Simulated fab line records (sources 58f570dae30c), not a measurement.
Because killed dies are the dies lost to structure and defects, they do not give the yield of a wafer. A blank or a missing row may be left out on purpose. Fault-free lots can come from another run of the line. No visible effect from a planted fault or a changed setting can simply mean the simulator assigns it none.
fab line records	flow berkeleyCmos170
record: lots: 14	wafers: 42	lastDay: 12
route steps=331 shown NWELL@26 ACTIVE@77 SACOX@99 SCREENOX@100
lots with no fault: from the same line, run without faults
startH: start of the lot's first displayed wafer, in hours after the record's first day	waitH: time in hours since the lot's previous step	" the same as in the row above	L1.1+2: one row covering several wafers at once	- either no value or no given start	* or withheld: withheld	< > ~ a bound
route shown NAME@n: names a module that has steps shown in the file, with the first one's number in the route	usual: mean and standard deviation over wafers with no fault	same: alike in all rows	chamber/n: place in a boat	sites: readings site by site	_std_site: the standard deviation of these	_edge_site: mean of outer sites minus mean of inner sites	radiusMm: for every site, how far away it sits from the centre of the wafer	mask NAME#n: copy n	behind: the most recent tool/chamber to have shaped the wafer	hold: the reason the lot was held/the length of the hold in hours/how it ended	device: transistor that didn't switch, given as n, p or np	end of line: the route-end tests of the same wafers	for a step that has no rows: nothing shown but its recipe	killed: count of dies lost to structure and defects at first sort (not the wafer's yield)	map: dies across one wafer; x = killed, . = not, _ = none there
set.NAME: the setting that was run; set.NAME@STEP: the one run at that earlier step	model.NAME: the simulator's own value behind a step, which no gauge read
steps of the route over a sample of lots; a table a step, a row a wafer
services: the hour from which a tool's chamber was out of use, counted from the record's first day as startH (under 0 if before that day), plus the number of hours and why
== steps ==
step: UCB170_NWELL_OVL_MEAS_12
usual: NWELL_OVL: 2/4.6
lot.wafer	tool	chamber	startH	waitH	NWELL_OVL[nm]
L401.1	overlay-02	-	29.88	-	0
L401.3	"	-	"	"	1
L401.6	"	-	"	"	-1
L403.4	overlay-02	-	37.24	-	-2
L403.5	"	-	"	"	-1
L403.6	"	-	"	"	2
L402.2	overlay-02	-	37.50	-	3
L402.4	"	-	"	"	6
L402.6	"	-	"	"	5
L404.2	overlay-02	-	42.16	-	1
L404.3	"	-	"	"	-1
L404.5	"	-	"	"	3
L405.4	overlay-02	-	46.94	-	-6
L405.5	"	-	"	"	2
L405.6	"	-	"	"	5
L406.3	overlay-01	-	49.84	-	3
L406.5	"	-	"	"	5
L406.6	"	-	"	"	6
L407.2	overlay-02	-	59.42	-	1
L407.3	"	-	"	"	6
L407.4	"	-	"	"	4
L409.1	overlay-02	-	76.03	-	-2
L409.2	"	-	"	"	-5
L409.3	"	-	"	"	-4
L417.1	overlay-01	-	114.58	-	2
L417.3	"	-	"	"	5
L417.5	"	-	"	"	7
L418.2	overlay-01	-	123.14	-	17
L418.3	"	-	"	"	8
L418.4	"	-	"	"	10
L419.2	overlay-02	-	128.56	-	0
L419.3	"	-	"	"	3
L419.5	"	-	"	"	3
L420.2	overlay-02	-	128.91	-	5
L420.3	"	-	"	"	4
L420.4	"	-	"	"	4
L421.1	overlay-02	-	133.42	-	-5
L421.2	"	-	"	"	-1
L421.4	"	-	"	"	-6
L423.1	overlay-01	-	143.58	-	3
L423.4	"	-	"	"	5
L423.6	"	-	"	"	-1
step: UCB170_ACTIVE_CD_MEAS_90
recipe: targetCdNm: 1200
usual: cdNm: 1199.9/1.2
lot.wafer	tool	chamber	startH	waitH	cdNm
L401.1	cdSem-02	-	72.91	0.1	1198.5
L401.3	"	-	"	"	1199.4
L401.6	"	-	"	"	1199.5
L402.2	cdSem-01	-	78.52	0.1	1198.6
L402.4	"	-	"	"	1199.5
L402.6	"	-	"	"	1199.1
L403.4	cdSem-02	-	78.80	0.1	1199.1
L403.5	"	-	"	"	1200.4
L403.6	"	-	"	"	1199.1
L404.2	cdSem-02	-	86.24	0.1	1200.4
L404.3	"	-	"	"	1200.5
L404.5	"	-	"	"	1199.3
L405.4	cdSem-02	-	86.55	0.1	1198.2
L405.5	"	-	"	"	1200.3
L405.6	"	-	"	"	1200.3
L406.3	cdSem-02	-	94.30	0.1	1199.3
L406.5	"	-	"	"	1199.3
L406.6	"	-	"	"	1200.7
L407.2	cdSem-01	-	104.34	0.1	1201.8
L407.3	"	-	"	"	1202.4
L407.4	"	-	"	"	1202.0
L409.1	cdSem-02	-	125.81	0.1	1199.5
L409.2	"	-	"	"	1199.6
L409.3	"	-	"	"	1199.3
L417.1	cdSem-01	-	168.74	0.1	1199.7
L417.3	"	-	"	"	1200.7
L417.5	"	-	"	"	1200.9
L418.2	cdSem-02	-	176.89	0.1	1198.9
L418.3	"	-	"	"	1200.3
L418.4	"	-	"	"	1199.3
L420.2	cdSem-02	-	179.01	0.3	1201.5
L420.3	"	-	"	"	1202.0
L420.4	"	-	"	"	1199.7
L419.2	cdSem-02	-	179.13	0.3	1199.7
L419.3	"	-	"	"	1199.5
L419.5	"	-	"	"	1202.1
L421.1	cdSem-01	-	186.18	0.1	1198.0
L421.2	"	-	"	"	1200.4
L421.4	"	-	"	"	1200.6
L423.1	cdSem-01	-	201.48	0.1	1198.9
L423.4	"	-	"	"	1197.8
L423.6	"	-	"	"	1199.3
step: UCB170_SACOX_THK_MEAS_02
recipe: reads: SiO2_of_SACOX_OXIDATION_01
usual: SACOX_OXIDE_THK: 14.62/0.25
lot.wafer	tool	chamber	startH	waitH	SACOX_OXIDE_THK[nm]
L401.1	filmMetro-02	-	96.50	0.0	14.77
L401.3	"	-	"	"	14.87
L401.6	"	-	"	"	14.43
L402.2	filmMetro-03	-	96.51	0.0	14.24
L402.4	"	-	"	"	14.11
L402.6	"	-	"	"	14.46
L403.4	filmMetro-04	-	96.53	0.0	14.47
L403.5	"	-	"	"	14.46
L403.6	"	-	"	"	14.48
L404.2	filmMetro-03	-	105.58	0.0	14.69
L404.3	"	-	"	"	14.82
L404.5	"	-	"	"	14.34
L405.4	filmMetro-04	-	105.60	0.0	14.88
L405.5	"	-	"	"	14.81
L405.6	"	-	"	"	14.79
L406.3	filmMetro-03	-	118.39	0.0	14.25
L406.5	"	-	"	"	14.33
L406.6	"	-	"	"	14.31
L407.2	filmMetro-02	-	127.73	0.0	14.70
L407.3	"	-	"	"	14.61
L407.4	"	-	"	"	14.64
L409.1	filmMetro-04	-	143.60	0.1	14.37
L409.2	"	-	"	"	14.17
L409.3	"	-	"	"	14.28
L417.1	filmMetro-03	-	187.87	0.1	14.67
L417.3	"	-	"	"	14.45
L417.5	"	-	"	"	14.40
L418.2	filmMetro-02	-	198.47	0.0	14.39
L418.3	"	-	"	"	14.72
L418.4	"	-	"	"	14.70
L419.2	filmMetro-04	-	198.47	0.0	14.96
L419.3	"	-	"	"	14.98
L419.5	"	-	"	"	14.93
L420.2	filmMetro-03	-	198.47	0.0	14.68
L420.3	"	-	"	"	14.56
L420.4	"	-	"	"	14.71
L421.1	filmMetro-02	-	209.73	0.0	14.46
L421.2	"	-	"	"	14.42
L421.4	"	-	"	"	14.47
L423.1	filmMetro-02	-	219.78	0.0	15.01
L423.4	"	-	"	"	14.97
L423.6	"	-	"	"	14.87
step: UCB170_SCREENOX_WET_ETCH_00
recipe: chemistry: dHF	dilution: 25:1	target: SiO2	tempC: 25	timeS: 200
usual: bathHeatDutyPct: 6.5/0.82	runLengthS: 226.8/3	tempC: 24.99/0.12	timeS: 200/0
lot.wafer	tool	chamber	startH	waitH	bathHeatDutyPct	runLengthS	tempC	timeS
L401.1	wetBench-03	0	96.80	0.3	6.3	225.2	25.07	200
L401.3	"	0	"	"	6.3	225.2	25.20	200
L401.6	"	0	"	"	6.0	225.2	25.06	200
L402.2	wetBench-03	0	96.80	0.3	6.3	225.7	24.80	200
L402.4	"	0	"	"	7.0	225.7	24.99	200
L402.6	"	0	"	"	6.5	225.7	24.84	200
L403.4	wetBench-03	3	96.80	0.3	6.4	227.0	25.17	200
L403.5	"	3	"	"	6.4	227.0	25.16	200
L403.6	"	3	"	"	6.9	227.0	25.05	200
L404.2	wetBench-01	0	105.63	0.0	8.4	225.4	24.88	200
L404.3	"	0	"	"	7.6	225.4	25.06	200
L404.5	"	0	"	"	8.0	225.4	25.23	200
L405.4	wetBench-01	2	105.63	0.0	6.0	225.1	25.00	200
L405.5	"	2	"	"	5.7	225.1	24.95	200
L405.6	"	2	"	"	5.0	225.1	24.93	200
L406.3	wetBench-01	0	118.43	0.0	-	-	-	-
L406.5	"	0	"	"	-	-	-	-
L406.6	"	0	"	"	-	-	-	-
L407.2	wetBench-02	1	127.78	0.0	-	-	-	-
L407.3	"	1	"	"	-	-	-	-
L407.4	"	1	"	"	-	-	-	-
L409.1	wetBench-01	1	143.66	0.1	5.0	225.4	24.99	200
L409.2	"	1	"	"	5.5	225.4	25.04	200
L409.3	"	1	"	"	5.4	225.4	25.09	200
L417.1	wetBench-02	1	187.93	0.1	5.9	231.6	24.85	200
L417.3	"	1	"	"	6.7	231.6	24.98	200
L417.5	"	1	"	"	6.6	231.6	24.90	200
L418.2	wetBench-01	3	198.52	0.0	6.5	224.5	25.21	200
L418.3	"	3	"	"	5.9	224.5	24.95	200
L418.4	"	3	"	"	6.1	224.5	25.04	200
L419.2	wetBench-01	0	198.52	0.0	7.9	225.9	24.90	200
L419.3	"	0	"	"	8.3	225.9	24.84	200
L419.5	"	0	"	"	7.8	225.9	24.85	200
L420.2	wetBench-01	2	198.52	0.0	6.8	225.4	24.90	200
L420.3	"	2	"	"	6.0	225.4	25.00	200
L420.4	"	2	"	"	5.7	225.4	24.89	200
L421.1	wetBench-02	0	209.79	0.1	7.9	225.6	25.14	200
L421.2	"	0	"	"	6.6	225.6	24.95	200
L421.4	"	0	"	"	7.3	225.6	24.97	200
L423.1	wetBench-02	2	219.84	0.1	5.2	232.9	25.13	200
L423.4	"	2	"	"	6.1	232.9	25.11	200
L423.6	"	2	"	"	5.9	232.9	25.07	200
== services ==
tool	chamber	startH	hours	kind
wetBench-03	-	143.85	1.9	pm
== key ==
firstSign: step: UCB170_SCREENOX_WET_ETCH_00	reading: toolRecord	direction: missing
effect none on later readings
metAt UCB170_SCREENOX_WET_ETCH_00
struckLots L406,L407
laterRowsLeftOut L406.3,L406.5,L406.6,L407.2,L407.3,L407.4
sortLeftOut L406.3,L406.5,L406.6,L407.2,L407.3,L407.4
testerLeftOut L406,L407
notActingAt UCB170_NWELL_OVL_MEAS_12,UCB170_ACTIVE_CD_MEAS_90,UCB170_SACOX_THK_MEAS_02
onsetBetween 105.63 118.43
fault: kind: skippedStepWhole	tool: wetBench-01,wetBench-02	chamber: -	onsetH: 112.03	steps: UCB170_SCREENOX_WET_ETCH_00	scope: struckLotsOnly
testerLeftOut: of these lots the tester's yield and bins aren't shown, on N5 and GAA mostly nor the transistor test; their killed dies are dies lost to structure and defects alone, not to doping, threshold or leakage, so they don't give the yield
sortLeftOut: the simulated sort isn't trusted on such a fault, so these wafers' sort isn't shown, and their yield isn't known
laterRowsLeftOut: the simulator's readings of these wafers behind a module that went badly wrong aren't trusted and aren't shown, but for the sort
